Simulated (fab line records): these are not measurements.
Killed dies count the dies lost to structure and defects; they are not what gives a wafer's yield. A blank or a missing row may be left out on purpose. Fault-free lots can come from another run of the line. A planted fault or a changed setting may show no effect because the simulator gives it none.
Lot-split experiment	flow berkeley-cmos170	on a route of 331 steps: 5 lots, 23 wafers read

SPLIT DETAILS
At UCB170_PVT_COAT_01 (resist thk 900 nm), the setting resist-thk-nm was moved away from the recipe's 900 nm on 4 of the 23 wafers read, by -1.8% to +5.5%. For the rest of the wafers, this setting stayed at what the recipe calls for.

The reading is taken at the split's own step.

THE READING
KrF_of_PVT_COAT_01.thk-nm (the simulator's own value, which no gauge read), in nm, at UCB170_PVT_COAT_01 (resist thk 900 nm). The file gives no usual value for it. Average 901.5 nm, standard deviation 3.6 nm, over the 19 wafers here run with the recipe.

wafer	tool, chamber at the split	resist-thk-nm as run, nm	against the recipe	KrF_of_PVT_COAT_01.thk-nm, nm	against lot-mates on the recipe
L074.1	litho-track-03, 0	900	recipe	896.3	-
L074.2	litho-track-03, 0	900	recipe	895.6	-
L074.3	litho-track-03, 0	900	recipe	895.1	-
L074.4	litho-track-03, 0	900	recipe	898.1	-
L074.6	litho-track-03, 0	900	recipe	895.8	-
L076.2	litho-track-03, 0	900	recipe	899.8	-
L076.3	litho-track-03, 0	900	recipe	901.9	-
L076.5	litho-track-03, 0	900	recipe	906.7	-
L078.1	litho-track-04, 0	900	recipe	901.3	-
L078.3	litho-track-04, 0	900	recipe	906.5	-
L078.4	litho-track-04, 0	900	recipe	902.4	-
L078.5	litho-track-04, 0	900	recipe	902.9	-
L078.6	litho-track-04, 0	900	recipe	902.9	-
L079.1	litho-track-03, 0	900	recipe	904.3	-
L079.2	litho-track-03, 0	900	recipe	904.2	-
L079.3	litho-track-03, 0	883.4	-1.8%	887	-16.8
L079.5	litho-track-03, 0	900	recipe	902.9	-
L079.6	litho-track-03, 0	883.4	-1.8%	885.2	-18.6
L080.1	litho-track-04, 0	949.5	+5.5%	953.4	+49.7
L080.3	litho-track-04, 0	949.5	+5.5%	956.7	+53.0
L080.4	litho-track-04, 0	900	recipe	905.8	-
L080.5	litho-track-04, 0	900	recipe	902	-
L080.6	litho-track-04, 0	900	recipe	903.2	-

THE FIT
A straight line over all 23 wafers: KrF_of_PVT_COAT_01.thk-nm changes by +9.57 nm for each +1% of resist-thk-nm; r = +0.98; the points scatter about the line by 3.5 nm.
The same after taking each lot's own level away (the mean of its wafers on the recipe; 23 wafers): +9.37 nm for each +1%; r = +0.99; scatter 1.7 nm.
According to that fit, moving resist-thk-nm by its largest amount changes the reading by 52 nm.
Across the lots, their own levels run from 896.18 to 903.80 nm, a range of 2.1 times the standard deviation given above.
The two slopes agree, so the slope changes little with the lot-to-lot level.
Check: with one of the wafers moved furthest among these (+5.5%) left out of the fit, the line predicts +53 nm for it against its lot-mates. Against them it came out at +49.7 nm.

THE OTHER SPLITS THESE WAFERS WENT THROUGH
Before the reading, these wafers also passed through other splits. Each is held against what the fit with the lots' levels taken away leaves over:
other split on the same wafers	wafers away from the commonest value	r with KrF_of_PVT_COAT_01.thk-nm (lot level and that fit taken away)
UCB170_START_OXIDATION_02 ox-time-s	15	-0.03
UCB170_ZERO_STRIP_07 o2-flow-sccm	7	+0.08
UCB170_NWELL_OXIDATION_01 temp-c	18	+0.01
UCB170_PWELL_CVD_05 pressure-mtorr	15	+0.03
UCB170_PWELL_ETCH_14 time-s	7	+0.00
UCB170_ACTIVE_COAT_08 resist-thk-nm	7	+0.19
UCB170_ACTIVE_ETCH_15 rf-w	6	-0.06
UCB170_PFIELD_IMPLANT_07 energy-kev	9	+0.18
UCB170_SCREENOX_OXIDATION_01 ox-time-s	15	-0.03

THE WHOLE CHAIN: every reading that the file lists as answering this split, in the file's order
step	what it does	reading	change (the file's fit)	r (the file's)
UCB170_PVT_COAT_01	resist thk 900 nm	KrF_of_PVT_COAT_01.thk-nm (the simulator's own value, which no gauge read)	+9.37 nm for each +1% of the setting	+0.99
UCB170_PVT_STRIP_08	strips in O2	strip-time-to-endpoint-s	withheld for each +1% of the setting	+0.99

THE FILE'S OWN FIT
KrF_of_PVT_COAT_01.thk-nm changes by +9.37 nm for each +1% of resist-thk-nm, r = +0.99.
